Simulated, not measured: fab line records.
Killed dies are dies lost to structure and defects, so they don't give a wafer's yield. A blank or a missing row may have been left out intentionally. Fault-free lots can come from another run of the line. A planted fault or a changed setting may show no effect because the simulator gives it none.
Which of the tools did it? ; flow berkeleyCmos170 ; 14 lots, 42 wafers sampled, at 5 steps of a route of 331

WHAT EACH GAUGE READ, for each wafer
UCB170_PVT_TW_MEAS_09. Usual: PVT_TW typically reads 506.7, with standard deviation 3.
lot;measured;on;PVT_TW;flag
L914;day 6 02:07;filmMetro-04;506.6 505.7 504.8;
L915;day 6 02:23;filmMetro-02;504.5 504.3 505.1;
L916;day 6 19:59;filmMetro-02;506.4 506.8 506.6;
L917;day 7 00:02;filmMetro-02;506.5 507.9 507.6;
L919;day 7 04:15;filmMetro-04;506.1 507.2 508.1;
L920;day 7 07:43;filmMetro-02;510.9 507.5 508.6;
L924;day 7 17:53;filmMetro-01;571.2 573.0 576.3;OFF
L925;day 8 06:20;filmMetro-02;508.3 508.2 506.3;
L927;day 8 12:02;filmMetro-02;503.5 509.9 508.0;
L926;day 8 12:19;filmMetro-04;574.5 578.4 574.3;OFF
L930;day 9 17:42;filmMetro-01;502.3 504.5 500.4;
L932;day 9 17:58;filmMetro-02;510.9 511.3 508.9;
L933;day 10 11:35;filmMetro-01;506.0 504.8 505.9;
L937;day 10 22:22;filmMetro-02;508.1 510.8 509.7;

UCB170_M3_CD_MEAS_15: the cd target is 700 nm. Usual: cdNm 700.2 nm, standard deviation 1.3.
lot;measured;on;cdNm (nm);flag
L914;day 8 14:03;cdSem-02;700.3 701.3 700.9;
L915;day 8 13:27;cdSem-01;697.3 698.4 698.4;
L916;day 9 02:00;cdSem-01;699.4 699.3 698.7;
L917;day 9 01:14;cdSem-01;700.9 700.6 700.4;
L919;day 9 02:16;cdSem-02;699.1 700.1 699.4;
L920;day 9 10:19;cdSem-01;700.5 701.0 700.8;
L924;day 9 18:59;cdSem-01;700.2 700.1 699.3;
L925;day 10 09:35;cdSem-02;699.2 699.2 699.3;
L927;day 11 01:56;cdSem-01;700.8 699.9 700.5;
L926;day 11 02:32;cdSem-02;700.4 701.8 702.3;
L930;day 12 01:41;cdSem-02;700.4 701.0 698.8;
L932;day 12 01:35;cdSem-01;698.1 697.7 698.3;
L933;day 12 18:41;cdSem-02;701.6 704.2 702.2;
L937;day 13 05:44;cdSem-01;700.7 702.2 701.3;

TOOL THAT RAN EACH LOT (tool first, then ch and the chambers of the sampled wafers, then the start)
lot;UCB170_PVT_IMPLANT_07;UCB170_SDANNEAL_RTA_00;UCB170_V1_CMP_02
L914;implanter-04 ch 0, day 6 01:52;rtpAnneal-02 ch 0, day 7 16:06;cmp-01 ch 2,3, day 8 02:59
L915;implanter-01 ch 0, day 6 02:08;rtpAnneal-01 ch 0, day 7 15:55;cmp-02 ch 0,1,2, day 8 03:02
L916;implanter-04 ch 0, day 6 19:44;rtpAnneal-02 ch 0, day 7 20:03;cmp-02 ch 0,1,2, day 8 12:14
L917;implanter-01 ch 0, day 6 23:50;rtpAnneal-01 ch 0, day 8 01:10;cmp-02 ch 2,3, day 8 12:32
L919;implanter-01 ch 0, day 7 04:00;rtpAnneal-01 ch 0, day 8 04:11;cmp-02 ch 2,3, day 8 16:13
L920;implanter-04 ch 0, day 7 07:28;rtpAnneal-02 ch 0, day 8 07:31;cmp-02 ch 1,2, day 9 00:49
L924;implanter-01 ch 0, day 7 17:40;rtpAnneal-02 ch 0, day 8 19:08;cmp-02 ch 0,2, day 9 08:24
L925;implanter-04 ch 0, day 8 06:07;rtpAnneal-02 ch 0, day 9 10:53;cmp-01 ch 0,2,3, day 10 00:07
L927;implanter-04 ch 0, day 8 11:47;rtpAnneal-01 ch 0, day 10 00:56;cmp-01 ch 0,1, day 10 13:19
L926;implanter-01 ch 0, day 8 12:05;rtpAnneal-02 ch 0, day 10 01:08;cmp-02 ch 0,1,2, day 10 13:19
L930;implanter-03 ch 0, day 9 17:29;rtpAnneal-01 ch 0, day 10 21:07;cmp-02 ch 0,1,3, day 11 10:00
L932;implanter-03 ch 0, day 9 17:45;rtpAnneal-02 ch 0, day 10 20:44;cmp-01 ch 1,2,3, day 11 07:28
L933;implanter-03 ch 0, day 10 11:22;rtpAnneal-01 ch 0, day 11 16:59;cmp-01 ch 2,3, day 12 08:13
L937;implanter-04 ch 0, day 10 22:07;rtpAnneal-01 ch 0, day 12 05:27;cmp-02 ch 2,3, day 12 18:53
- UCB170_PVT_IMPLANT_07
- UCB170_SDANNEAL_RTA_00: time 10 s.
- UCB170_V1_CMP_02: polishes SiO2.

AS READ BY THE TOOLS THEMSELVES (means over the sampled wafers that have a number; for cases with no such wafer, the mark the record gives instead)
UCB170_PVT_IMPLANT_07. Usual: beamOnS 10.00 s, standard deviation 0.21; doseIonsCm2 1.9998e+12, standard deviation 2e+09; faradayCurrentUA 6.34, standard deviation 0.13.
lot;tool;beamOnS (s);doseIonsCm2;faradayCurrentUA;flag
L914;implanter-04;10.07;2.0019e+12;6.29;
L915;implanter-01;9.88;2.0003e+12;6.41;
L916;implanter-04;9.98;1.9994e+12;6.37;
L917;implanter-01;9.91;1.9974e+12;6.40;
L919;implanter-01;10.14;2.0019e+12;6.26;
L920;implanter-04;10.00;1.9997e+12;6.34;
L924;implanter-01;9.74;3.0186e+12;9.77;OFF
L925;implanter-04;9.96;2.0006e+12;6.38;
L927;implanter-04;9.93;2.0011e+12;6.37;
L926;implanter-01;9.95;3.0189e+12;9.59;OFF
L930;implanter-03;10.07;1.9973e+12;6.32;
L932;implanter-03;10.01;1.9991e+12;6.34;
L933;implanter-03;10.08;1.9970e+12;6.30;
L937;implanter-04;9.73;1.9998e+12;6.49;

UCB170_SDANNEAL_RTA_00. Usual: lampPowerPct 24.4 %, standard deviation 2.6; wafer_temp_C_max 905.2, standard deviation 0.97.
lot;tool;lampPowerPct (%);wafer_temp_C_max;flag
L914;rtpAnneal-02;22.0;905.4;
L915;rtpAnneal-01;27.1;906.1;
L916;rtpAnneal-02;22.0;905.3;
L917;rtpAnneal-01;27.2;904.4;
L919;rtpAnneal-01;27.2;904.2;
L920;rtpAnneal-02;22.0;905.2;
L924;rtpAnneal-02;22.0;905.0;
L925;rtpAnneal-02;22.0;906.0;
L927;rtpAnneal-01;27.1;906.0;
L926;rtpAnneal-02;22.0;905.4;
L930;rtpAnneal-01;27.1;904.8;
L932;rtpAnneal-02;22.0;905.1;
L933;rtpAnneal-01;27.1;904.2;
L937;rtpAnneal-01;27.2;904.7;

UCB170_V1_CMP_02. Usual: motorCurrentA 16.6 A, standard deviation 1.3; retainingRingPressureFrac 0.999, standard deviation 0.005.
lot;tool;motorCurrentA (A);retainingRingPressureFrac;flag
L914;cmp-01;16.7;0.996;
L915;cmp-02;17.0;0.994;
L916;cmp-02;17.2;1.002;
L917;cmp-02;14.8;0.996;
L919;cmp-02;14.4;1.003;
L920;cmp-02;16.9;0.996;
L924;cmp-02;16.4;1.002;
L925;cmp-01;16.7;0.999;
L927;cmp-01;16.6;1.004;
L926;cmp-02;17.0;0.995;
L930;cmp-02;16.8;0.997;
L932;cmp-01;16.3;0.999;
L933;cmp-01;17.1;1.003;
L937;cmp-02;14.3;1.003;

THE ANSWER, worked out from the rows above alone
Rule: take the mean of a lot's wafers that have a number; if it is more than 3 standard deviations from the usual mean, the lot is off. A lot without any number at a reading at which 4 lots or more have one is off too. All remaining lots with rows at the step are treated as sound. First the gauges in route order, then the tools' own readings, where a lot's mean is used as printed above. The first step at which some lot is off is used, and at that step the reading that is off furthest; a lot without a number counts as furthest.
Off: at UCB170_PVT_TW_MEAS_09 (PVT_TW), L924, L926.
If a tool, at a process step before that reading, ran all the lots that are off and no sound lot after the first of them, it fits. Not tried: the gauges at UCB170_PVT_TW_MEAS_09; whatever is off there is also off at UCB170_PVT_IMPLANT_07, on other tools, and gauge error can't account for it. One fits: UCB170_PVT_IMPLANT_07 on implanter-01. A fault onset in the window from L919 (day 7 04:00, its last sound lot) to L924 (day 7 17:40, its first lot off) fits.
The tool's own readings at UCB170_PVT_IMPLANT_07 bear it out: on the lots that are off they differ by more than 5 times the standard deviation of the sound lots' means. doseIonsCm2 reads 3.0188e+12 there against 1.9996e+12 on the sound lots; faradayCurrentUA reads 9.68 there against 6.36 on the sound lots.

WHAT HAD BEEN PUT IN BY THE SIMULATOR
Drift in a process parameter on implanter-01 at UCB170_PVT_IMPLANT_07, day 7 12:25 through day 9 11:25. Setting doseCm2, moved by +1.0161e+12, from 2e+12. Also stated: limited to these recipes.
Struck lots among those shown: L924, L926. Same finding as the rule above.
